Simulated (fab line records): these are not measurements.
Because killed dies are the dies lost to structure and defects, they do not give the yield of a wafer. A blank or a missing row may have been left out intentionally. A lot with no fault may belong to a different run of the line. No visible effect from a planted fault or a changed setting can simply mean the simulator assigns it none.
A lot that was struck, set against a sound lot	flow berkeley_cmos170	16 out of 331 route steps
Sound: these wafers, L924.1, L924.2, L924.3. Wafers struck: L916.2, L916.3, L916.4. The cause comes at the end.
Each step with rows lists, per side, the tool, then ch with its chambers, then its first start. Under that, the readings that differ: sound wafers	struck wafers	difference of the means	sigmas: that difference in standard deviations of wafers without a fault.
alike: same words and numbers on both sides, and readings whose means sit less than 2 such deviations apart. not compared: any withheld reading, any reading some wafer has no value for, any bound like >300 that may hide the same value, and any number with overlapping values for which the record gives no deviation.
Wherever a step has rows on one side only, a row that says differs or no value, or a row with sigmas, the two part there. Numbers that have no deviation but don't overlap get no sigmas and don't part them. Lack of a reading on every wafer of one side parts them only where that side has two or more wafers.

first, 5 steps without rows for these wafers: UCB170_NLDD_COAT_01 (resist thk 900 nm); UCB170_NLDD_SOFTBAKE_02 (time 60 s); UCB170_NLDD_EXPOSE_03 (exposes mask NSELECT, target cd 1200 nm); UCB170_NLDD_PEB_04; UCB170_NLDD_DEVELOP_05 (develop time 45 s).
UCB170_NLDD_CD_MEAS_06 targets a cd of 1200 nm.
  sound on cd_sem-02 at day 9 19:04; struck on cd_sem-02 at day 7 13:29
  alike: cd_nm
UCB170_NLDD_OVL_MEAS_07:
  sound on overlay-01 at day 9 19:11; struck on overlay-01 at day 7 13:36
  alike: NLDD_OVL
then, 2 steps without rows for these wafers: UCB170_NLDD_IMPLANT_08; UCB170_NLDD_IMPLANT_09.
UCB170_NLDD_STRIP_10: strips in O2.
  sound on plasma_asher-01 ch 0,1, day 9 19:31; struck on plasma_asher-03 ch 0,1, day 7 13:56
  alike: drypump_motor_current_A, oes_product_au, strip_time_to_endpoint_s
  not compared: rf_hours_counter_h
UCB170_NLDD_TW_MEAS_11:
  sound on film_metro-03 at day 9 19:37; struck on film_metro-04 at day 7 14:02
  alike: NLDD_TW
then, 1 step without rows for these wafers: UCB170_NLDD_CLEAN_12 (cleans in SPM, time 600 s).
UCB170_SPACER_CVD_00: deposits SiO2 from TEOS/O2, target thk 376 nm, time 47 s.
  sound on pecvd-01 ch 0,1,2, day 9 19:52; struck on pecvd-04 ch 0,1, day 7 14:38
  alike: heater_power_w
UCB170_SPACER_THK_MEAS_01:
  sound on film_metro-03 at day 9 19:54; struck on film_metro-03 at day 7 14:42
reading	sound	struck	difference	sigmas
SPACER_TEOS_THK (nm)	369 366 366	745 750 760	+385	+71
then, 1 step without rows for these wafers: UCB170_SPACER_ANNEAL_02 (time 1800 s).
UCB170_SPACER_ETCHBACK_03: etches SiO2 in CHF3/CF4/Ar, stops on Si, target depth 376 nm, time 100 s.
  sound on rie_diel-03 ch 0,1,2, day 9 23:24; struck on rie_diel-03 ch 0,3, day 7 17:43
reading	sound	struck	difference	sigmas
oes_product_au (a.u.)	0.857 0.889 0.900	0.949 0.973 0.971	+0.082	+5
model.etch.depth_nm (nm)	368.6 366.3 365.8	427 418.8 418.1	+54	
  alike: drypump_motor_current_A, throttle_valve_pct
  not compared: rf_hours_counter_h

WHERE THEY PART
Last at UCB170_SPACER_ETCHBACK_03 as far as this record goes, first at UCB170_SPACER_THK_MEAS_01.

WHY: what the simulator had put in
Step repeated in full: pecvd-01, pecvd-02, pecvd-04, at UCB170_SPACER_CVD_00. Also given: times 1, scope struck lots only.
